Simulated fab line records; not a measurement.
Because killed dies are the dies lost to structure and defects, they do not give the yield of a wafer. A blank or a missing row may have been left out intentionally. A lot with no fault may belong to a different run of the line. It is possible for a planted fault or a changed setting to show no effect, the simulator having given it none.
Which tool is to blame? -- flow berkeleyCmos170 -- route of 331 steps, sampled at 1 step: 15 lots, 45 wafers

## WHAT THE GAUGES SHOWED, per wafer
The record lacks any reading of a measuring or inspecting step that a usual standard deviation could be used to judge.

## WHAT TOOL EACH LOT RAN ON (gives the tool, then ch and the chambers of the sampled wafers, and finally the start)
lot,UCB170_PWELL_CLEAN_00
L130,"wetBench-04 ch 0, day 2 22:24"
L131,"wetBench-04 ch 3, day 2 22:43"
L135,"wetBench-02 ch 2, day 3 22:37"
L137,"wetBench-04 ch 0, day 4 12:08"
L138,"wetBench-02 ch 2, day 4 15:47"
L139,"wetBench-02 ch 3, day 4 15:47"
L141,"wetBench-03 ch 0, day 4 20:18"
L140,"wetBench-04 ch 0, day 4 20:55"
L142,"wetBench-04 ch 2, day 5 10:02"
L143,"wetBench-04 ch 3, day 5 10:02"
L144,"wetBench-04 ch 2, day 5 14:33"
L146,"wetBench-03 ch 0, day 6 02:48"
L147,"wetBench-04 ch 3, day 6 05:25"
L151,"wetBench-02 ch 1, day 7 03:54"
L152,"wetBench-04 ch 1, day 7 04:37"
- UCB170_PWELL_CLEAN_00: cleans in SPM, time 600 s.

## AS READ BY THE TOOLS THEMSELVES (means over the sampled wafers that have a number; for cases with no such wafer, the mark the record gives instead)
UCB170_PWELL_CLEAN_00.
lot,tool,bathGuardTempC (C),bathHeatDutyPct (%)
L130,wetBench-04,120.4,13.1
L131,wetBench-04,119.7,13.5
L135,wetBench-02,120.4,15.8
L137,wetBench-04,120.4,14.0
L138,wetBench-02,120.4,14.9
L139,wetBench-02,119.9,12.4
L141,wetBench-03,119.2,12.3
L140,wetBench-04,120.5,13.8
L142,wetBench-04,-,-
L143,wetBench-04,-,-
L144,wetBench-04,-,-
L146,wetBench-03,119.2,12.7
L147,wetBench-04,119.5,13.2
L151,wetBench-02,119.6,11.3
L152,wetBench-04,120.3,14.3

## THE ANSWER, worked out from the rows above alone
Rule: the usual values come from the lots themselves. Put in order of their means at a reading, lots are off if they are a third of the lots or fewer, leave a main group of 4 or more, and stand apart from it by a gap of 3 or more times the standard deviation of the main group's means; of several such gaps the widest counts. A main group is skipped when, at the precision printed for the reading in the tables above, its means are all equal. Also off: a lot with no number at a reading for which 4 or more lots have one. All remaining lots with rows at the step are treated as sound. After the gauges, taken in route order, come the tools' own readings; for these a lot's mean is taken, as printed above. The first step at which some lot is off is used, and at that step the reading that is off furthest; a lot without a number counts as furthest.
Off at UCB170_PWELL_CLEAN_00 (bathGuardTempC): L142, L143, L144. Without a number there: L142, L143, L144. For the main group the mean is 120.0 C and the standard deviation 0.48.
If a tool, at that step or one of the process steps before it, ran each lot that is off and ran no sound lot following the first of them, it fits. None of those tried fits.

## WHAT THE SIMULATOR HAD INSERTED
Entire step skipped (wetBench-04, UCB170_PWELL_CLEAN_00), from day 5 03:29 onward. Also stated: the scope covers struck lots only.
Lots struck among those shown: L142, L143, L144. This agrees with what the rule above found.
